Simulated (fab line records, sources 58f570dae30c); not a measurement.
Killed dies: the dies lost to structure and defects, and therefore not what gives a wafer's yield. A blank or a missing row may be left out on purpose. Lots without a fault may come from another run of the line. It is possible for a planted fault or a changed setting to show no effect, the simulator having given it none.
fab line records -- flow berkeley-cmos170 -- part 1 of 2: steps 1 to 28 of 39
[record] lots = 5, wafers = 15, last-day = 12
route steps=331 shown ACTIVE@69 PFIELD@79 FIELD@89 SACOX@97 SCREENOX@100 NVT@104
lots with no fault: from the same line, run without faults
start-h: the number of hours between the record's first day and the start of the first shown wafer of the lot -- wait-h: how many hours have passed since the lot's step before this one -- " as in the row above -- L1.1+2: several wafers, shown together as one row -- - either no value or no given start -- * or withheld: withheld -- < > ~ a bound
route shown NAME@n: names a module that has steps shown in the file, with the first one's number in the route -- usual: average and standard deviation across the fault-free wafers -- same: alike in all rows -- chamber/n: place in a boat -- sites: per-site readings -- _std_site: standard deviation of those values -- _edge_site: outer sites' mean less inner sites' -- radius-mm: how far each site lies from the wafer's centre -- mask NAME#n: copy n -- behind: tool/chamber where the wafer was last shaped -- hold: what put the lot on hold/how long, in hours/how the hold closed -- device: transistor that didn't switch, given as n, p or np -- end of line: the same wafers' tests at the end of the route -- a step with no rows: only its recipe -- killed: dies lost to structure and defects at the first sort, not the wafer's yield -- map: shows each die of a wafer: x if killed, . if not, _ if none is there
set.NAME: setting as actually run; set.NAME@STEP: the setting as run at that earlier step -- model.NAME: the simulator's own value behind a step, which no gauge read
lots at selected steps of the route; one table per step, one row per wafer
services: when a tool's chamber went out of use (start-h, in hours from the record's first day, below 0 if earlier), for how many hours, and the reason
[[steps]]
[step UCB170_ACTIVE_SOFTBAKE_09]
[recipe] resist = KrF, temp-c = 130, time-s = 60
lot.wafer,tool,chamber,start-h,wait-h
L075.1+5+6,litho-track-04,0,86.20,0.1
L083.1+3+6,litho-track-02,0,125.90,0.1
L084.3+4+6,litho-track-02,0,145.75,0.1
L087.2+3+5,litho-track-04,0,148.00,0.1
L097.2+3+6,litho-track-03,0,202.32,0.1
[step UCB170_ACTIVE_EXPOSE_10]
[recipe] mask-id = ACTIVE, target-cd-nm = 1200, na = 0.5, sigma-outer = 0.6, source-shape = conventional, dose-mj = 20
lot.wafer,tool,chamber,start-h,wait-h,mask
L075.1+5+6,krf-scanner-02,0,86.35,0.1,ACTIVE#0
L083.1+3+6,krf-scanner-02,0,126.36,0.4,ACTIVE#0
L084.3+4+6,krf-scanner-01,0,146.19,0.4,ACTIVE#0
L087.2+3+5,krf-scanner-02,0,148.37,0.3,ACTIVE#0
L097.2+3+6,krf-scanner-02,0,202.59,0.2,ACTIVE#0
[step UCB170_ACTIVE_PEB_11]
[recipe] peb-temp-c = 130, peb-time-s = withheld, resist = KrF
[usual] plate-sensor-t-centre-C = 131.41/0.01, plate-sensor-t-edge-C = 131.53/0.01
lot.wafer,tool,chamber,start-h,wait-h,plate-sensor-t-centre-C,plate-sensor-t-edge-C
L075.1,litho-track-03,0,86.46,0.1,131.41,131.54
L075.5,litho-track-03,0,86.46,0.1,131.4,131.52
L075.6,litho-track-03,0,86.46,0.1,131.42,131.53
L083.1,litho-track-02,0,126.50,0.1,131.41,131.53
L083.3,litho-track-02,0,126.50,0.1,131.42,131.52
L083.6,litho-track-02,0,126.50,0.1,131.4,131.51
L084.3,litho-track-03,0,146.67,0.5,131.4,131.54
L084.4,litho-track-03,0,146.67,0.5,131.42,131.52
L084.6,litho-track-03,0,146.67,0.5,131.42,131.51
L087.2,litho-track-04,0,149.15,0.8,131.42,131.53
L087.3,litho-track-04,0,149.15,0.8,131.4,131.54
L087.5,litho-track-04,0,149.15,0.8,131.41,131.52
L097.2,litho-track-02,0,202.71,0.1,131.42,131.53
L097.3,litho-track-02,0,202.71,0.1,131.4,131.54
L097.6,litho-track-02,0,202.71,0.1,131.41,131.53
[step UCB170_ACTIVE_DEVELOP_12]
[recipe] developer = TMAH, develop-time-s = 45, resist = KrF, dev-temp-c = 21
lot.wafer,tool,chamber,start-h,wait-h
L075.1+5+6,litho-track-03,0,-,-
L083.1+3+6,litho-track-02,0,-,-
L084.3+4+6,litho-track-03,0,-,-
L087.2+3+5,litho-track-04,0,-,-
L097.2+3+6,litho-track-02,0,-,-
[step UCB170_ACTIVE_CD_MEAS_13]
[recipe] target-cd-nm = 1200
[usual] cd-nm = 1200.3/1.4
lot.wafer,tool,chamber,start-h,wait-h,cd-nm
L075.1,cd-sem-02,-,86.74,-,1201.7
L075.5,cd-sem-02,-,86.74,-,1201.2
L075.6,cd-sem-02,-,86.74,-,1201.4
L083.1,cd-sem-01,-,126.78,-,1198.6
L083.3,cd-sem-01,-,126.78,-,1198.1
L083.6,cd-sem-01,-,126.78,-,1197.5
L084.3,cd-sem-01,-,146.98,-,1197.7
L084.4,cd-sem-01,-,146.98,-,1198.8
L084.6,cd-sem-01,-,146.98,-,1199.6
L087.2,cd-sem-01,-,149.42,-,1202.3
L087.3,cd-sem-01,-,149.42,-,1200.4
L087.5,cd-sem-01,-,149.42,-,1201.1
L097.2,cd-sem-01,-,202.98,-,1201.7
L097.3,cd-sem-01,-,202.98,-,1201.6
L097.6,cd-sem-01,-,202.98,-,1201.9
[step UCB170_ACTIVE_OVL_MEAS_14]
[usual] ACTIVE_OVL = -3/4.7
lot.wafer,tool,chamber,start-h,wait-h,ACTIVE_OVL[nm]
L075.1,overlay-01,-,86.86,0.1,-1
L075.5,overlay-01,-,86.86,0.1,-9
L075.6,overlay-01,-,86.86,0.1,1
L083.1,overlay-02,-,126.90,0.1,-5
L083.3,overlay-02,-,126.90,0.1,-6
L083.6,overlay-02,-,126.90,0.1,-6
L084.3,overlay-01,-,147.07,0.1,11
L084.4,overlay-01,-,147.07,0.1,0
L084.6,overlay-01,-,147.07,0.1,3
L087.2,overlay-01,-,149.53,0.1,-4
L087.3,overlay-01,-,149.53,0.1,-2
L087.5,overlay-01,-,149.53,0.1,-5
L097.2,overlay-02,-,203.08,0.1,-8
L097.3,overlay-02,-,203.08,0.1,-6
L097.6,overlay-02,-,203.08,0.1,-8
[step UCB170_ACTIVE_ETCH_15]
[recipe] chemistry = CH3F/Ar/O2, target = Si3N4, stop-on = SiO2, CH3F_flow_sccm = 20, Ar_flow_sccm = 50, O2_flow_sccm = 7, pressure-mtorr = 50, rf-w = 450, target-depth-a = 2420, over-etch-frac = 0.1, time-s = 151
[usual] O2_flow_sccm = 7.001/0.02, drypump-motor-current-A = 5.6/0.45, mfc-ar-sccm = 49.97/0.16, oes-product-au = 0.940/0.014, throttle-valve-pct = 8.00/0.15
lot.wafer,tool,chamber,start-h,wait-h,O2_flow_sccm,drypump-motor-current-A,mfc-ar-sccm,oes-product-au,rf-hours-counter-h,throttle-valve-pct
L075.1,rie-diel-01,1,86.89,0.0,7.001,5.9,49.83,0.921,21,7.81
L075.5,rie-diel-01,1,86.89,0.0,7.004,5.8,49.95,0.917,-,7.83
L075.6,rie-diel-01,0,86.89,0.0,6.993,5.6,49.88,0.917,-,8.20
L083.1,rie-diel-03,3,126.93,0.0,7.024,5.3,50.10,0.944,129,7.92
L083.3,rie-diel-03,0,126.93,0.0,7.004,6.2,50.22,0.917,0,8.23
L083.6,rie-diel-03,2,126.93,0.0,6.998,6.0,50.14,0.957,-,8.05
L084.3,rie-diel-01,3,147.09,0.0,7.037,5.1,50.04,0.948,87,7.84
L084.4,rie-diel-01,0,147.09,0.0,6.980,5.6,49.93,0.934,71,8.20
L084.6,rie-diel-01,0,147.09,0.0,6.999,5.6,49.96,0.926,-,8.21
L087.2,rie-diel-01,3,149.56,0.0,6.993,5.1,50.25,0.936,87,7.82
L087.3,rie-diel-01,2,149.56,0.0,6.963,6.0,49.80,0.952,27,7.93
L087.5,rie-diel-01,1,149.56,0.0,6.999,5.9,49.82,0.931,-,7.83
L097.2,rie-diel-01,3,203.11,0.0,6.979,5.1,50.19,0.950,89,7.84
L097.3,rie-diel-01,1,203.11,0.0,6.983,5.8,50.05,0.931,25,7.84
L097.6,rie-diel-01,3,203.11,0.0,7.017,5.1,49.96,0.957,-,7.82
[step UCB170_ACTIVE_STRIP_16]
[recipe] chemistry = O2, power-w = 400, pressure-mtorr = 3500, platen-temp-c = withheld, o2-flow-sccm = 400, overash-fraction = 0.5
[usual] drypump-motor-current-A = 5.9/0.61, oes-product-au = 0.720/0.0046, strip-time-to-endpoint-s = 17.70/0.065
lot.wafer,tool,chamber,start-h,wait-h,drypump-motor-current-A,oes-product-au,rf-hours-counter-h,strip-time-to-endpoint-s
L075.1,plasma-asher-04,0,86.99,0.1,6.2,0.718,25,17.76
L075.5,plasma-asher-04,0,86.99,0.1,6.2,0.718,-,17.82
L075.6,plasma-asher-04,1,86.99,0.1,6.3,0.722,-,17.80
L083.1,plasma-asher-04,0,127.03,0.1,6.2,0.724,29,17.69
L083.3,plasma-asher-04,1,127.03,0.1,6.4,0.719,-,17.69
L083.6,plasma-asher-04,1,127.03,0.1,6.4,0.724,-,17.74
L084.3,plasma-asher-04,0,147.23,0.1,6.3,0.718,-,17.75
L084.4,plasma-asher-04,1,147.23,0.1,6.3,0.717,-,17.66
L084.6,plasma-asher-04,0,147.23,0.1,6.2,0.712,-,17.64
L087.2,plasma-asher-02,0,149.66,0.1,5.1,0.722,44,17.65
L087.3,plasma-asher-02,0,149.66,0.1,5.1,0.707,-,17.69
L087.5,plasma-asher-02,0,149.66,0.1,5.1,0.718,-,17.66
L097.2,plasma-asher-01,0,203.21,0.1,5.7,0.716,9,17.71
L097.3,plasma-asher-01,1,203.21,0.1,6.5,0.721,-,17.64
L097.6,plasma-asher-01,0,203.21,0.1,5.7,0.721,-,17.62
[step UCB170_ACTIVE_CD_MEAS_90]
[recipe] target-cd-nm = 1200
[usual] cd-nm = 1200.3/1.4
lot.wafer,tool,chamber,start-h,wait-h,cd-nm
L075.1,cd-sem-02,-,87.09,0.1,1201.6
L075.5,cd-sem-02,-,87.09,0.1,1201.7
L075.6,cd-sem-02,-,87.09,0.1,1201.4
L083.1,cd-sem-02,-,127.13,0.1,1198.6
L083.3,cd-sem-02,-,127.13,0.1,1198.2
L083.6,cd-sem-02,-,127.13,0.1,1197.2
L084.3,cd-sem-01,-,147.33,0.1,1198.4
L084.4,cd-sem-01,-,147.33,0.1,1198.7
L084.6,cd-sem-01,-,147.33,0.1,1199.6
L087.2,cd-sem-01,-,149.78,0.1,1202.1
L087.3,cd-sem-01,-,149.78,0.1,1200.4
L087.5,cd-sem-01,-,149.78,0.1,1201.1
L097.2,cd-sem-01,-,203.33,0.1,1202.2
L097.3,cd-sem-01,-,203.33,0.1,1202.1
L097.6,cd-sem-01,-,203.33,0.1,1201.9
[step UCB170_ACTIVE_CLEAN_17]
[recipe] chemistry = SPM, temp-c = 120, time-s = 600
[usual] bath-heat-duty-pct = 14.0/1.8
lot.wafer,tool,chamber,start-h,wait-h,bath-heat-duty-pct
L075.1,wet-bench-04,2,87.21,0.1,15.4
L075.5,wet-bench-04,2,87.21,0.1,17.3
L075.6,wet-bench-04,2,87.21,0.1,15.4
L083.1,wet-bench-01,1,129.52,2.4,16.2
L083.3,wet-bench-01,1,129.52,2.4,16.2
L083.6,wet-bench-01,1,129.52,2.4,17.2
L084.3,wet-bench-01,3,147.41,0.1,13.6
L084.4,wet-bench-01,3,147.41,0.1,13.5
L084.6,wet-bench-01,3,147.41,0.1,13.1
L087.2,wet-bench-02,0,149.98,0.2,11.3
L087.3,wet-bench-02,0,149.98,0.2,10.4
L087.5,wet-bench-02,0,149.98,0.2,12.0
L097.2,wet-bench-04,1,203.55,0.2,14.8
L097.3,wet-bench-04,1,203.55,0.2,15.0
L097.6,wet-bench-04,1,203.55,0.2,14.7
[step UCB170_PFIELD_HMDS_00]
[recipe] prime-time-s = 60, prime-temp-c = 100
lot.wafer,tool,chamber,start-h,wait-h
L075.1+5+6,litho-track-02,0,87.39,0.0
L083.1+3+6,litho-track-01,0,130.14,0.4
L084.3+4+6,litho-track-02,0,147.83,0.2
L087.2+3+5,litho-track-02,0,150.36,0.0
L097.2+3+6,litho-track-01,0,204.00,0.3
[step UCB170_PFIELD_COAT_01]
[recipe] resist = KrF, spin-rpm = 1500, resist-thk-nm = 900
lot.wafer,tool,chamber,start-h,wait-h
L075.1+5+6,litho-track-02,0,87.54,0.1
L083.1+3+6,litho-track-01,0,130.29,0.1
L084.3+4+6,litho-track-02,0,147.98,0.1
L087.2+3+5,litho-track-02,0,150.51,0.1
L097.2+3+6,litho-track-01,0,204.15,0.1
[step UCB170_PFIELD_SOFTBAKE_02]
[recipe] resist = KrF, temp-c = 130, time-s = 60
lot.wafer,tool,chamber,start-h,wait-h
L075.1+5+6,litho-track-02,0,87.69,0.1
L083.1+3+6,litho-track-01,0,130.44,0.1
L084.3+4+6,litho-track-02,0,148.13,0.1
L087.2+3+5,litho-track-02,0,150.66,0.1
L097.2+3+6,litho-track-01,0,204.30,0.1
[step UCB170_PFIELD_EXPOSE_03]
[recipe] mask-id = PFIELD, na = 0.5, sigma-outer = 0.6, source-shape = conventional, target-cd-nm = 1500, dose-mj = 30
lot.wafer,tool,chamber,start-h,wait-h,mask
L075.1+5+6,krf-scanner-02,0,87.96,0.2,PFIELD#0
L083.1+3+6,krf-scanner-01,0,130.81,0.3,PFIELD#0
L084.3+4+6,krf-scanner-02,0,148.27,0.1,PFIELD#0
L087.2+3+5,krf-scanner-02,0,150.93,0.2,PFIELD#0
L097.2+3+6,krf-scanner-01,0,204.44,0.1,PFIELD#0
[step UCB170_PFIELD_PEB_04]
[recipe] peb-temp-c = 130, peb-time-s = withheld, resist = KrF
lot.wafer,tool,chamber,start-h,wait-h
L075.1+5+6,litho-track-01,0,88.08,0.1
L083.1+3+6,litho-track-01,0,131.41,0.6
L084.3+4+6,litho-track-02,0,149.18,0.9
L087.2+3+5,litho-track-03,0,151.05,0.1
L097.2+3+6,litho-track-03,0,205.09,0.6
[step UCB170_PFIELD_DEVELOP_05]
[recipe] developer = TMAH, develop-time-s = 45, resist = KrF, dev-temp-c = 21
lot.wafer,tool,chamber,start-h,wait-h
L075.1+5+6,litho-track-01,0,-,-
L083.1+3+6,litho-track-01,0,-,-
L084.3+4+6,litho-track-02,0,-,-
L087.2+3+5,litho-track-03,0,-,-
L097.2+3+6,litho-track-03,0,-,-
[step UCB170_PFIELD_OVL_MEAS_06]
[usual] PFIELD_OVL = 4/5.6
lot.wafer,tool,chamber,start-h,wait-h,PFIELD_OVL[nm]
L075.1,overlay-01,-,88.36,-,4
L075.5,overlay-01,-,88.36,-,0
L075.6,overlay-01,-,88.36,-,2
L083.1,overlay-02,-,131.69,-,0
L083.3,overlay-02,-,131.69,-,8
L083.6,overlay-02,-,131.69,-,2
L084.3,overlay-02,-,149.42,-,9
L084.4,overlay-02,-,149.42,-,12
L084.6,overlay-02,-,149.42,-,5
L087.2,overlay-01,-,151.30,-,7
L087.3,overlay-01,-,151.30,-,4
L087.5,overlay-01,-,151.30,-,8
L097.2,overlay-02,-,205.35,-,3
L097.3,overlay-02,-,205.35,-,3
L097.6,overlay-02,-,205.35,-,1
[step UCB170_PFIELD_IMPLANT_07]
[recipe] species = B, dose-cm2 = 2e+13, energy-kev = 80, tilt-deg = 7
[usual] faraday-current-uA = 63.4/1.2
lot.wafer,tool,chamber,start-h,wait-h,faraday-current-uA
L075.1,implanter-02,0,88.39,0.0,65.5
L075.5,implanter-02,0,88.39,0.0,62.7
L075.6,implanter-02,0,88.39,0.0,62.6
L083.1,implanter-01,0,131.72,0.0,64.6
L083.3,implanter-01,0,131.72,0.0,64.5
L083.6,implanter-01,0,131.72,0.0,63.8
L084.3,implanter-03,0,149.49,0.1,64.3
L084.4,implanter-03,0,149.49,0.1,66.7
L084.6,implanter-03,0,149.49,0.1,63.4
L087.2,implanter-01,0,151.36,0.0,63.2
L087.3,implanter-01,0,151.36,0.0,61.5
L087.5,implanter-01,0,151.36,0.0,64.6
L097.2,implanter-01,0,205.40,0.0,63.6
L097.3,implanter-01,0,205.40,0.0,63.1
L097.6,implanter-01,0,205.40,0.0,63.4
[step UCB170_PFIELD_STRIP_08]
[recipe] chemistry = O2, power-w = 400, pressure-mtorr = 3500, platen-temp-c = withheld, o2-flow-sccm = 400, overash-fraction = 0.5
[usual] drypump-motor-current-A = 5.5/0.54, oes-product-au = 0.734/0.0047, strip-time-to-endpoint-s = 21.61/0.07
lot.wafer,tool,chamber,start-h,wait-h,drypump-motor-current-A,oes-product-au,rf-hours-counter-h,strip-time-to-endpoint-s
L075.1,plasma-asher-03,0,88.54,0.1,5.3,0.730,40,21.67
L075.5,plasma-asher-03,0,88.54,0.1,5.2,0.731,-,21.66
L075.6,plasma-asher-03,1,88.54,0.1,5.2,0.729,-,21.64
L083.1,plasma-asher-02,1,131.87,0.1,4.8,0.730,42,21.53
L083.3,plasma-asher-02,1,131.87,0.1,4.9,0.736,-,21.57
L083.6,plasma-asher-02,1,131.87,0.1,4.9,0.730,-,21.51
L084.3,plasma-asher-03,0,149.63,0.1,5.2,0.736,-,21.68
L084.4,plasma-asher-03,1,149.63,0.1,5.2,0.738,-,21.64
L084.6,plasma-asher-03,1,149.63,0.1,5.2,0.731,-,21.55
L087.2,plasma-asher-04,0,151.48,0.1,6.2,0.727,31,21.60
L087.3,plasma-asher-04,1,151.48,0.1,6.3,0.735,-,21.64
L087.5,plasma-asher-04,1,151.48,0.1,6.3,0.733,-,21.56
L097.2,plasma-asher-04,1,205.53,0.1,6.3,0.738,36,21.62
L097.3,plasma-asher-04,0,205.53,0.1,6.2,0.723,-,21.65
L097.6,plasma-asher-04,0,205.53,0.1,6.2,0.734,-,21.63
[step UCB170_PFIELD_TW_MEAS_09]
[usual] PFIELD_TW = 603/4.8
lot.wafer,tool,chamber,start-h,wait-h,PFIELD_TW
L075.1,film-metro-01,-,88.68,0.1,608
L075.5,film-metro-01,-,88.68,0.1,607
L075.6,film-metro-01,-,88.68,0.1,610
L083.1,film-metro-04,-,131.97,0.1,596
L083.3,film-metro-04,-,131.97,0.1,598
L083.6,film-metro-04,-,131.97,0.1,594
L084.3,film-metro-04,-,149.71,0.1,605
L084.4,film-metro-04,-,149.71,0.1,603
L084.6,film-metro-04,-,149.71,0.1,599
L087.2,film-metro-02,-,151.59,0.1,599
L087.3,film-metro-02,-,151.59,0.1,598
L087.5,film-metro-02,-,151.59,0.1,598
L097.2,film-metro-02,-,205.64,0.1,595
L097.3,film-metro-02,-,205.64,0.1,597
L097.6,film-metro-02,-,205.64,0.1,595
[step UCB170_FIELD_CLEAN_00]
[recipe] chemistry = dHF, dilution = 25:1, time-s = 7.5
lot.wafer,tool,chamber,start-h,wait-h
L075.1+5+6,wet-bench-03,0,88.74,0.1
L083.1+3+6,wet-bench-04,2,132.21,0.2
L084.3+4+6,wet-bench-03,1,149.75,0.0
L087.2+3+5,wet-bench-03,2,151.64,0.0
L097.2+3+6,wet-bench-04,3,205.69,0.0
[step UCB170_FIELD_OXIDATION_01]
[recipe] temp-c = 1000, ambient = H2O, p-h2o-torr = 584.62, target-thk-a = 5583, ox-time-s = 7200
[usual] spike-tc-load-C = 1026.9/0.94, spike-tc-source-C = 1023.0/2, zone-power-load-pct = 31/3.2
lot.wafer,tool,chamber,start-h,wait-h,spike-tc-load-C,spike-tc-source-C,zone-power-load-pct
L075.1,furnace-02,0,94.08,5.3,1027.0,1022.9,36
L075.5,furnace-02,0,94.08,5.3,1024.9,1023.2,36
L075.6,furnace-02,0,94.08,5.3,1026.9,1023.6,36
L083.1,furnace-04,0,134.28,2.1,1028.1,1020.7,28
L083.3,furnace-04,0,134.28,2.1,1025.8,1022.8,28
L083.6,furnace-04,0,134.28,2.1,1027.2,1021.2,28
L084.3,furnace-04,0,153.59,3.8,1028.1,1021.0,28
L084.4,furnace-04,0,153.59,3.8,1026.9,1020.2,28
L084.6,furnace-04,0,153.59,3.8,1027.2,1021.3,28
L087.2,furnace-04,0,153.59,1.9,1025.7,1022.4,28
L087.3,furnace-04,0,153.59,1.9,1027.4,1022.2,28
L087.5,furnace-04,0,153.59,1.9,1027.1,1021.7,28
L097.2,furnace-03,0,209.02,3.3,1026.4,1026.4,33
L097.3,furnace-03,0,209.02,3.3,1025.6,1024.8,33
L097.6,furnace-03,0,209.02,3.3,1028.1,1024.4,33
[step UCB170_FIELD_THK_MEAS_02]
[recipe] reads = SiO2_of_FIELD_OXIDATION_01
[usual] FIELD_OXIDE_THK = 558/8.6
lot.wafer,tool,chamber,start-h,wait-h,FIELD_OXIDE_THK[nm]
L075.1,film-metro-02,-,97.08,0.0,576
L075.5,film-metro-02,-,97.08,0.0,560
L075.6,film-metro-02,-,97.08,0.0,563
L083.1,film-metro-04,-,137.28,0.0,560
L083.3,film-metro-04,-,137.28,0.0,575
L083.6,film-metro-04,-,137.28,0.0,572
L084.3,film-metro-04,-,156.61,0.0,552
L084.4,film-metro-04,-,156.61,0.0,558
L084.6,film-metro-04,-,156.61,0.0,559
L087.2,film-metro-04,-,156.66,0.1,548
L087.3,film-metro-04,-,156.66,0.1,548
L087.5,film-metro-04,-,156.66,0.1,550
L097.2,film-metro-02,-,212.03,0.0,561
L097.3,film-metro-02,-,212.03,0.0,557
L097.6,film-metro-02,-,212.03,0.0,561
[step UCB170_FIELD_ANNEAL_03]
[recipe] temp-c = 1000, time-s = 1200, ambient = N2
[usual] spike-tc-load-C = 1026.7/1.1, spike-tc-source-C = 1024.5/2, zone-power-load-pct = 32.9/2.6
lot.wafer,tool,chamber,start-h,wait-h,spike-tc-load-C,spike-tc-source-C,zone-power-load-pct
L075.1,furnace-02,0,104.20,7.1,1025.3,1022.1,36.0
L075.5,furnace-02,0,104.20,7.1,1025.8,1023.3,35.8
L075.6,furnace-02,0,104.20,7.1,1025.7,1023.9,35.2
L083.1,furnace-02,0,139.40,2.1,1025.3,1025.0,35.7
L083.3,furnace-02,0,139.40,2.1,1028.0,1021.6,35.5
L083.6,furnace-02,0,139.40,2.1,1029.1,1022.1,35.9
L084.3,furnace-03,0,158.13,1.5,1027.7,1027.0,33.3
L084.4,furnace-03,0,158.13,1.5,1026.6,1024.6,32.9
L084.6,furnace-03,0,158.13,1.5,1028.7,1026.1,32.7
L087.2,furnace-03,0,158.13,1.5,1025.9,1025.5,32.8
L087.3,furnace-03,0,158.13,1.5,1025.2,1025.1,33.1
L087.5,furnace-03,0,158.13,1.5,1025.3,1027.1,32.7
L097.2,furnace-03,0,213.52,1.5,1026.7,1026.3,33.0
L097.3,furnace-03,0,213.52,1.5,1027.1,1024.4,33.0
L097.6,furnace-03,0,213.52,1.5,1027.5,1028.4,33.1
[step UCB170_FIELD_WET_ETCH_04]
[recipe] chemistry = dHF, dilution = 10:1, target = SiO2, temp-c = 25, time-s = 60
[usual] bath-heat-duty-pct = 6.0/0.94
lot.wafer,tool,chamber,start-h,wait-h,bath-heat-duty-pct
L075.1,wet-bench-03,2,105.64,0.1,6.8
L075.5,wet-bench-03,2,105.64,0.1,7.0
L075.6,wet-bench-03,2,105.64,0.1,6.5
L083.1,wet-bench-03,1,140.74,0.0,5.3
L083.3,wet-bench-03,1,140.74,0.0,5.9
L083.6,wet-bench-03,1,140.74,0.0,6.6
L084.3,wet-bench-03,3,159.46,0.0,5.7
L084.4,wet-bench-03,3,159.46,0.0,5.1
L084.6,wet-bench-03,3,159.46,0.0,4.1
L087.2,wet-bench-03,2,159.46,0.0,6.4
L087.3,wet-bench-03,2,159.46,0.0,6.3
L087.5,wet-bench-03,2,159.46,0.0,7.4
L097.2,wet-bench-01,0,214.86,0.0,5.0
L097.3,wet-bench-01,0,214.86,0.0,5.5
L097.6,wet-bench-01,0,214.86,0.0,5.8
[step UCB170_FIELD_WET_ETCH_05]
[recipe] chemistry = H3PO4, target = Si3N4, temp-c = 160, time-s = 12600
[usual] bath-heat-duty-pct = 25.6/2.9
lot.wafer,tool,chamber,start-h,wait-h,bath-heat-duty-pct
L075.1,wet-bench-03,1,105.66,0.0,26.1
L075.5,wet-bench-03,1,105.66,0.0,26.1
L075.6,wet-bench-03,1,105.66,0.0,29.6
L083.1,wet-bench-03,2,140.76,0.0,25.3
L083.3,wet-bench-03,2,140.76,0.0,27.5
L083.6,wet-bench-03,2,140.76,0.0,27.2
L084.3,wet-bench-01,2,159.49,0.0,26.4
L084.4,wet-bench-01,2,159.49,0.0,25.2
L084.6,wet-bench-01,2,159.49,0.0,25.6
L087.2,wet-bench-01,3,159.49,0.0,24.9
L087.3,wet-bench-01,3,159.49,0.0,24.5
L087.5,wet-bench-01,3,159.49,0.0,24.0
L097.2,wet-bench-01,3,214.88,0.0,28.1
L097.3,wet-bench-01,3,214.88,0.0,24.9
L097.6,wet-bench-01,3,214.88,0.0,26.3
[step UCB170_FIELD_WET_ETCH_06]
[recipe] chemistry = BOE, dilution = 5:1, target = SiO2, temp-c = 25, time-s = 22.81
[usual] bath-heat-duty-pct = 6.4/0.84
lot.wafer,tool,chamber,start-h,wait-h,bath-heat-duty-pct
L075.1,wet-bench-04,0,109.17,0.0,6.7
L075.5,wet-bench-04,0,109.17,0.0,6.4
L075.6,wet-bench-04,0,109.17,0.0,7.5
L083.1,wet-bench-04,0,144.27,0.0,6.0
L083.3,wet-bench-04,0,144.27,0.0,6.5
L083.6,wet-bench-04,0,144.27,0.0,6.7
L084.3,wet-bench-01,0,163.39,0.1,6.4
L084.4,wet-bench-01,0,163.39,0.1,6.0
L084.6,wet-bench-01,0,163.39,0.1,6.7
L087.2,wet-bench-01,1,163.39,0.1,7.1
L087.3,wet-bench-01,1,163.39,0.1,7.2
L087.5,wet-bench-01,1,163.39,0.1,8.2
L097.2,wet-bench-01,0,218.75,0.4,6.8
L097.3,wet-bench-01,0,218.75,0.4,6.0
L097.6,wet-bench-01,0,218.75,0.4,6.9
[step UCB170_FIELD_THK_MEAS_90]
[recipe] reads = SiO2_of_FIELD_OXIDATION_01
[usual] FIELD_OXIDE_LEFT_1_THK = 441/8.6
lot.wafer,tool,chamber,start-h,wait-h,FIELD_OXIDE_LEFT_1_THK[nm]
L075.1,film-metro-03,-,109.19,0.0,458
L075.5,film-metro-03,-,109.19,0.0,442
L075.6,film-metro-03,-,109.19,0.0,443
L083.1,film-metro-02,-,144.29,0.0,442
L083.3,film-metro-02,-,144.29,0.0,457
L083.6,film-metro-02,-,144.29,0.0,455
L084.3,film-metro-03,-,163.48,0.1,435
L084.4,film-metro-03,-,163.48,0.1,441
L084.6,film-metro-03,-,163.48,0.1,442
L087.2,film-metro-03,-,163.53,0.1,431
L087.3,film-metro-03,-,163.53,0.1,429
L087.5,film-metro-03,-,163.53,0.1,431
L097.2,film-metro-02,-,218.77,0.0,444
L097.3,film-metro-02,-,218.77,0.0,441
L097.6,film-metro-02,-,218.77,0.0,445
